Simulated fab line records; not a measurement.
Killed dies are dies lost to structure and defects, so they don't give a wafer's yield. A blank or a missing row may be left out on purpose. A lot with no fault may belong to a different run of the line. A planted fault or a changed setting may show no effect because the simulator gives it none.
Which of the tools did it? + flow ritCmos + Sampling: 13 lots, 39 wafers, 6 of 202 route steps

WHAT THE GAUGES READ, wafer by wafer
RIT_NRETRO_TW_MEAS_10.
| lot  | measured    | on           | NRETRO_TW      |
|------|-------------|--------------|----------------|
| L529 | day 2 16:50 | filmMetro-04 | 1040 1039 1046 |
| L530 | day 2 17:20 | filmMetro-03 | 1067 1064 1065 |
| L532 | day 3 01:56 | filmMetro-03 | 1059 1060 1061 |
| L534 | day 3 09:56 | filmMetro-03 | 1059 1062 1059 |
| L538 | day 4 05:31 | filmMetro-04 | 1050 1041 1047 |
| L540 | day 4 15:42 | filmMetro-02 | 1047 1049 1049 |
| L542 | day 5 00:45 | filmMetro-03 | 1064 1061 1063 |
| L544 | day 5 16:11 | filmMetro-04 | 1038 1044 1041 |
| L546 | day 5 23:25 | filmMetro-03 | 1056 1062 1062 |
| L548 | day 6 10:08 | filmMetro-02 | 1048 1050 1053 |
| L550 | day 6 18:55 | filmMetro-04 | 1037 1044 1040 |
| L551 | day 7 00:08 | filmMetro-02 | 1053 1045 1052 |
| L552 | day 7 05:40 | filmMetro-04 | 1036 1036 1037 |

RIT_REOX_THK_MEAS_04.
| lot  | measured    | on           | REOX_OXIDE_THK (nm) |
|------|-------------|--------------|---------------------|
| L529 | day 3 07:07 | filmMetro-01 | 25.5 25.7 25.6      |
| L530 | day 3 09:40 | filmMetro-01 | 25.2 25.7 25.7      |
| L532 | day 3 14:39 | filmMetro-01 | 25.4 25.7 25.9      |
| L534 | day 3 23:10 | filmMetro-02 | 25.4 25.9 25.3      |
| L538 | day 4 16:51 | filmMetro-01 | 25.9 25.7 25.8      |
| L540 | day 5 09:22 | filmMetro-04 | 26.1 26.1 26.1      |
| L542 | day 5 16:13 | filmMetro-01 | 25.4 25.1 25.6      |
| L544 | day 6 03:48 | filmMetro-02 | 25.1 25.1 25.2      |
| L546 | day 6 12:34 | filmMetro-02 | 25.8 25.9 25.4      |
| L548 | day 6 20:28 | filmMetro-01 | 26.0 25.4 25.7      |
| L550 | day 7 07:05 | filmMetro-01 | 25.1 24.5 24.8      |
| L551 | day 7 11:36 | filmMetro-01 | 24.7 24.7 24.9      |
| L552 | day 7 17:36 | filmMetro-01 | 25.1 25.1 25.6      |

RIT_M1_RS_MEAS_01: a four-point-probe measurement.
| lot  | measured    | on           | M1_AL_RS (ohm/sq)    |
|------|-------------|--------------|----------------------|
| L529 | day 3 20:23 | filmMetro-04 | 0.0741 0.0738 0.0728 |
| L530 | day 3 23:07 | filmMetro-04 | 0.0731 0.0735 0.0740 |
| L532 | day 4 03:49 | filmMetro-04 | 0.0731 0.0728 0.0739 |
| L534 | day 4 12:04 | filmMetro-04 | 0.0741 0.0728 0.0741 |
| L538 | day 5 05:11 | filmMetro-02 | 0.0756 0.0738 0.0782 |
| L540 | day 5 22:10 | filmMetro-02 | 0.0731 0.0716 0.0728 |
| L542 | day 6 05:05 | filmMetro-03 | 0.0741 0.0739 0.0741 |
| L544 | day 6 16:47 | filmMetro-04 | 0.0724 0.0728 0.0717 |
| L546 | day 7 01:14 | filmMetro-04 | 0.0738 0.0729 0.0724 |
| L548 | day 7 09:28 | filmMetro-03 | 0.0719 0.0736 0.0731 |
| L550 | day 7 20:17 | filmMetro-03 | 0.0731 0.0741 0.0745 |
| L551 | day 8 01:05 | filmMetro-03 | 0.0735 0.0734 0.0730 |
| L552 | day 8 06:29 | filmMetro-02 | 0.0739 0.0740 0.0747 |

RIT_M1_THK_MEAS_02: measures by xrf.
| lot  | measured    | on           | M1_AL_THK (nm) |
|------|-------------|--------------|----------------|
| L529 | day 3 20:29 | filmMetro-04 | 393 393 399    |
| L530 | day 3 23:13 | filmMetro-04 | 397 393 389    |
| L532 | day 4 03:56 | filmMetro-04 | 397 399 395    |
| L534 | day 4 12:11 | filmMetro-04 | 393 401 393    |
| L538 | day 5 05:17 | filmMetro-02 | 381 391 373    |
| L540 | day 5 22:17 | filmMetro-02 | 395 403 395    |
| L542 | day 6 05:11 | filmMetro-03 | 393 393 392    |
| L544 | day 6 16:55 | filmMetro-04 | 402 399 406    |
| L546 | day 7 01:21 | filmMetro-04 | 390 399 400    |
| L548 | day 7 09:33 | filmMetro-03 | 406 396 399    |
| L550 | day 7 20:23 | filmMetro-03 | 398 394 392    |
| L551 | day 8 01:11 | filmMetro-03 | 395 397 399    |
| L552 | day 8 06:36 | filmMetro-02 | 388 389 386    |

WHICH TOOL RAN EACH LOT (tool, then ch and the chambers of the sampled wafers, then the start)
| lot  | RIT_NSD_STRIP_09                   | RIT_M1_SPUTTER_00          |
|------|------------------------------------|----------------------------|
| L529 | plasmaAsher-02 ch 0, day 3 14:15   | pvdSputter-02, day 3 20:04 |
| L530 | plasmaAsher-04 ch 0,1, day 3 16:59 | pvdSputter-03, day 3 22:46 |
| L532 | plasmaAsher-03 ch 0,1, day 3 21:52 | pvdSputter-02, day 4 03:31 |
| L534 | plasmaAsher-04 ch 0,1, day 4 06:06 | pvdSputter-02, day 4 11:46 |
| L538 | plasmaAsher-03 ch 0,1, day 4 23:32 | pvdSputter-03, day 5 04:52 |
| L540 | plasmaAsher-03 ch 0,1, day 5 16:28 | pvdSputter-04, day 5 21:52 |
| L542 | plasmaAsher-02 ch 0,1, day 5 23:14 | pvdSputter-02, day 6 04:44 |
| L544 | plasmaAsher-04 ch 0,1, day 6 11:02 | pvdSputter-02, day 6 16:30 |
| L546 | plasmaAsher-03 ch 0,1, day 6 19:23 | pvdSputter-02, day 7 00:56 |
| L548 | plasmaAsher-03 ch 0,1, day 7 03:49 | pvdSputter-04, day 7 09:07 |
| L550 | plasmaAsher-04 ch 0,1, day 7 14:07 | pvdSputter-02, day 7 19:58 |
| L551 | plasmaAsher-03 ch 0,1, day 7 18:32 | pvdSputter-04, day 8 00:44 |
| L552 | plasmaAsher-04 ch 0,1, day 8 00:25 | pvdSputter-03, day 8 06:11 |
- RIT_NSD_STRIP_09: strips in O2, time 180 s.
- RIT_M1_SPUTTER_00: material Al, target thk 400 nm, time 500 s.

AS READ BY THE TOOLS THEMSELVES (means over the sampled wafers that have a number; for cases with no such wafer, the mark the record gives instead)
RIT_NSD_STRIP_09.
| lot  | tool           | drypumpMotorCurrentA (A) |
|------|----------------|--------------------------|
| L529 | plasmaAsher-02 | 6.5                      |
| L530 | plasmaAsher-04 | 6.0                      |
| L532 | plasmaAsher-03 | 5.1                      |
| L534 | plasmaAsher-04 | 6.0                      |
| L538 | plasmaAsher-03 | 5.2                      |
| L540 | plasmaAsher-03 | 5.2                      |
| L542 | plasmaAsher-02 | 6.4                      |
| L544 | plasmaAsher-04 | 6.0                      |
| L546 | plasmaAsher-03 | 5.2                      |
| L548 | plasmaAsher-03 | 5.1                      |
| L550 | plasmaAsher-04 | 6.0                      |
| L551 | plasmaAsher-03 | 5.1                      |
| L552 | plasmaAsher-04 | 6.0                      |

RIT_M1_SPUTTER_00.
| lot  | tool          | chamberPressurePa (Pa) | throttleValvePct (%) |
|------|---------------|------------------------|----------------------|
| L529 | pvdSputter-02 | 0.4002                 | 30.9                 |
| L530 | pvdSputter-03 | 0.4003                 | 29.3                 |
| L532 | pvdSputter-02 | 0.3994                 | 30.7                 |
| L534 | pvdSputter-02 | 0.3992                 | 31.8                 |
| L538 | pvdSputter-03 | 0.4313                 | 28.4                 |
| L540 | pvdSputter-04 | 0.4001                 | 31.5                 |
| L542 | pvdSputter-02 | 0.3999                 | 29.4                 |
| L544 | pvdSputter-02 | 0.4002                 | 30.0                 |
| L546 | pvdSputter-02 | 0.4009                 | 30.8                 |
| L548 | pvdSputter-04 | 0.4000                 | 30.5                 |
| L550 | pvdSputter-02 | 0.4001                 | 29.9                 |
| L551 | pvdSputter-04 | 0.4001                 | 29.9                 |
| L552 | pvdSputter-03 | 0.4009                 | 29.8                 |

THE ANSWER, worked out from the rows above alone
Rule: the lots themselves supply what counts as usual. Put in order of their means at a reading, lots are off if they are a third of the lots or fewer, leave a main group of 4 or more, and stand apart from it by a gap of 3 or more times the standard deviation of the main group's means; of several such gaps the widest counts. The tables above print the reading to a certain number of digits; a main group whose means all agree to those digits is not used. A lot without any number at a reading at which 4 lots or more have one is off too. Any other lot the step has rows for is counted as sound. After the gauges, taken in route order, come the tools' own readings; for these a lot's mean is taken, as printed above. The first step at which some lot is off is used, and at that step the reading that is off furthest; a lot without a number counts as furthest.
Off: L538 (RIT_M1_SPUTTER_00, chamberPressurePa). The main group has a mean of 0.4001 Pa with a standard deviation of 0.00047.
A tool fits if, at that step or a process step before it, it ran every lot that is off, and no sound lot after the first of them. No candidate that was tried fits.

WHAT HAD BEEN PUT IN BY THE SIMULATOR
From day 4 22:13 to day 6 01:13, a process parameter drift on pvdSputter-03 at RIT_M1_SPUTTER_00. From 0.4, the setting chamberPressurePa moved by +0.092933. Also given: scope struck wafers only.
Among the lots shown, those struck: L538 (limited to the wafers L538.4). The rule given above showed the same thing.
